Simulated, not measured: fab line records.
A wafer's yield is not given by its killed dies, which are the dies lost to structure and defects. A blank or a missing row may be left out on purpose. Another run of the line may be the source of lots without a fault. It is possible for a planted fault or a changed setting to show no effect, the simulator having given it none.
Struck lot and sound lot, side by side :: flow ritCmos :: 18 steps out of a route of 202
Sound: wafers L229.2, L229.3, L229.4. Struck: wafers L223.1, L223.3, L223.5. The cause is given at the end.
Order at every step that has rows: each side's tool, ch and its chambers, its first start. Under that, the readings that differ: sound wafers :: struck wafers :: difference of the means :: sigmas: that difference in standard deviations of wafers without a fault.
alike: words and numbers the same on both sides, and readings whose means are apart by under 2 such deviations; not compared: readings that were withheld, readings missing a value for some wafer, numbers with overlapping values and no deviation given by the record, and bounds like >300 which may hide the same value.
The two part at a step that has a row with sigmas, a row that says differs or no value, or rows on one side only. When numbers do not overlap yet have no deviation, they are printed without sigmas and do not part them. A reading that every wafer of one side lacks parts them only if that side has two wafers or more.

first, 1 step without rows for these wafers: RIT_GATE_CLEAN_04 (cleans in dHF, time 60 s).
RIT_FOX2_THK_MEAS_91:
  struck on filmMetro-04, day 5 02:40; sound on filmMetro-04, day 6 04:51
  alike: FIELD_OXIDE_LEFT_2_THK
then, 2 steps without rows for these wafers: RIT_GATE_OXIDATION_05 (target thk 3 nm, ox time 270 s); RIT_GATE_ANNEAL_06 (time 600 s).
RIT_GATE_THK_MEAS_07:
  struck on filmMetro-04, day 5 12:16; sound on filmMetro-02, day 6 07:38
  alike: GATE_OXIDE_THK
then, 1 step without rows for these wafers: RIT_GATE_CVD_08 (deposits poly-Si from SiH4, target thk 250 nm, time 2220 s).
RIT_GATE_THK_MEAS_09:
  struck on filmMetro-02, day 5 13:57; sound on filmMetro-04, day 6 09:50
  alike: GATE_POLY_THK
then, 5 steps without rows for these wafers: RIT_GATE_HMDS_10 (prime time 60 s); RIT_GATE_COAT_11 (resist thk 850 nm); RIT_GATE_SOFTBAKE_12 (time 60 s); RIT_GATE_EXPOSE_13 (exposes mask M6, target cd 150 nm); RIT_GATE_PEB_14.
RIT_GATE_DEVELOP_15: develop time 50 s.
  sound on lithoTrack-02 ch 0, day 6 10:00; struck on lithoTrack-04 ch 0, day 5 14:00
RIT_GATE_OVL_MEAS_17:
  struck on overlay-01, day 5 15:06; sound on overlay-02, day 6 10:59
  alike: GATE_OVL
then, 1 step without rows for these wafers: RIT_GATE_HARDBAKE_18 (time 60 s).
RIT_GATE_ETCH_19: etches poly-Si in SF6/CHF3/O2, stops on SiO2, time 165 s, target depth 312.5 nm.
  sound on rieSi-02 ch 0,1,2, day 6 11:20; struck on rieSi-02 ch 0,1, day 5 15:17
  alike: CHF3_flow_sccm, O2_flow_sccm, SF6_flow_sccm, drypumpMotorCurrentA, oesProductAu, rfFwdPowerW, throttleValvePct
  not compared: rfHoursCounterH
RIT_GATE_STRIP_20: strips in O2, time 180 s.
  sound on plasmaAsher-02 ch 0,1, day 6 11:26; struck on plasmaAsher-01 ch 0,1, day 5 15:24
  alike: drypumpMotorCurrentA
  not compared: rfHoursCounterH
RIT_M1_PROBE_99:
  rows exist in the record for the struck wafers here (prober-02, day 6 15:52), but not for the sound ones

WHERE THEY PART
At RIT_M1_PROBE_99 and nowhere else, as far as this record goes.

WHY: what the simulator had put in
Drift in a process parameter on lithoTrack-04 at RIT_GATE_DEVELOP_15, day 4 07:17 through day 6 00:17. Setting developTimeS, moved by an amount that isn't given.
